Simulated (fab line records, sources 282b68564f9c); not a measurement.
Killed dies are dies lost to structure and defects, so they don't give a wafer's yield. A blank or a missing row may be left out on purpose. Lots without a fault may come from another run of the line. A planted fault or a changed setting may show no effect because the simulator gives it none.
Which tool did it? | flow rit_cmos | 15 lots, 45 wafers sampled, at 2 steps of a route of 202

WHAT THE GAUGES READ, wafer by wafer
RIT_PRETRO_TW_MEAS_10. Usual: PRETRO_TW 472.9, standard deviation 2.2.
lot  | measured    | on            | PRETRO_TW         | flag
L642 | day 2 12:49 | film_metro-02 | 472.3 471.2 471.7 |
L643 | day 2 16:44 | film_metro-02 | 472.8 471.9 473.2 |
L644 | day 2 18:53 | film_metro-02 | 475.9 472.3 471.5 |
L645 | day 3 01:10 | film_metro-01 | 473.2 471.4 473.5 |
L646 | day 3 05:37 | film_metro-02 | 476.7 476.4 475.2 |
L647 | day 3 10:48 | film_metro-01 | 471.3 473.1 474.0 |
L648 | day 3 15:43 | film_metro-02 | 475.8 473.6 476.1 |
L653 | day 4 19:26 | film_metro-03 | 475.9 476.2 474.1 |
L654 | day 4 23:51 | film_metro-03 | 470.4 472.5 472.8 |
L655 | day 5 04:10 | film_metro-03 | 476.0 471.3 473.2 |
L657 | day 5 13:44 | film_metro-02 | 447.8 449.4 449.6 | OFF
L658 | day 5 18:03 | film_metro-01 | 475.3 470.3 473.5 |
L659 | day 6 01:45 | film_metro-01 | 448.0 447.0 446.6 | OFF
L660 | day 6 06:13 | film_metro-01 | 471.6 471.2 469.9 |
L661 | day 6 09:04 | film_metro-02 | 451.3 449.0 450.5 | OFF

WHICH TOOL RAN EACH LOT (tool, then ch and the chambers of the sampled wafers, then the start)
lot  | RIT_PRETRO_IMPLANT_08
L642 | implanter-03 ch 0, day 2 12:29
L643 | implanter-01 ch 0, day 2 16:25
L644 | implanter-03 ch 0, day 2 18:34
L645 | implanter-01 ch 0, day 3 00:50
L646 | implanter-01 ch 0, day 3 05:19
L647 | implanter-03 ch 0, day 3 10:29
L648 | implanter-01 ch 0, day 3 15:25
L653 | implanter-01 ch 0, day 4 19:07
L654 | implanter-01 ch 0, day 4 23:34
L655 | implanter-03 ch 0, day 5 03:51
L657 | implanter-01 ch 0, day 5 13:26
L658 | implanter-03 ch 0, day 5 17:44
L659 | implanter-01 ch 0, day 6 01:26
L660 | implanter-03 ch 0, day 6 05:53
L661 | implanter-01 ch 0, day 6 08:46
- RIT_PRETRO_IMPLANT_08

WHAT THE TOOLS THEMSELVES READ (means of the sampled wafers that have a number; where no wafer has one, the mark that the record gives instead)
RIT_PRETRO_IMPLANT_08. Usual: beam_energy_keV 44.997, standard deviation 0.012.
lot  | tool         | beam_energy_keV | flag
L642 | implanter-03 | 45.000          |
L643 | implanter-01 | 44.981          |
L644 | implanter-03 | 44.980          |
L645 | implanter-01 | 44.985          |
L646 | implanter-01 | 44.994          |
L647 | implanter-03 | 44.990          |
L648 | implanter-01 | 45.002          |
L653 | implanter-01 | 45.001          |
L654 | implanter-01 | 45.002          |
L655 | implanter-03 | 44.988          |
L657 | implanter-01 | 32.693          | OFF
L658 | implanter-03 | 44.990          |
L659 | implanter-01 | 32.705          | OFF
L660 | implanter-03 | 45.002          |
L661 | implanter-01 | 32.679          | OFF

THE ANSWER, worked out from the rows above alone
Rule: a lot is off if the mean of its wafers that have a number lies more than 3 standard deviations from the usual mean. A lot without any number at a reading at which 4 lots or more have one is off too. The other lots that the step has rows for count as sound. The gauges are gone through in route order, then the tools' own readings, and for those a lot's mean is taken as printed above. The first step at which some lot is off is used, and at that step the reading that is off furthest; a lot without a number counts as furthest.
Off: L657, L659, L661, at RIT_PRETRO_TW_MEAS_10 (PRETRO_TW).
A tool fits if, at a process step before that reading, it ran every lot that is off, and no sound lot after the first of them. The gauges at RIT_PRETRO_TW_MEAS_10 aren't tried: what is off there is off at RIT_PRETRO_IMPLANT_08 too, on other tools, and a gauge's error can't cause that. One fits: implanter-01 at RIT_PRETRO_IMPLANT_08. Its last sound lot is L654 (day 4 23:34), its first lot that is off L657 (day 5 13:26): a fault that began between those two fits.
The tool's own readings at RIT_PRETRO_IMPLANT_08 bear it out: on the lots that are off they differ by more than 5 times the standard deviation of the sound lots' means. beam_energy_keV reads 32.692 there against 44.993 on the sound lots.

WHAT THE SIMULATOR HAD PUT IN
Process parameter drift: implanter-01, from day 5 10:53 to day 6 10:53, at RIT_PRETRO_IMPLANT_08. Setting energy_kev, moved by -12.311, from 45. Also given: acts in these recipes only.
Lots struck among those shown: L657, L659, L661. The rule above found the same.
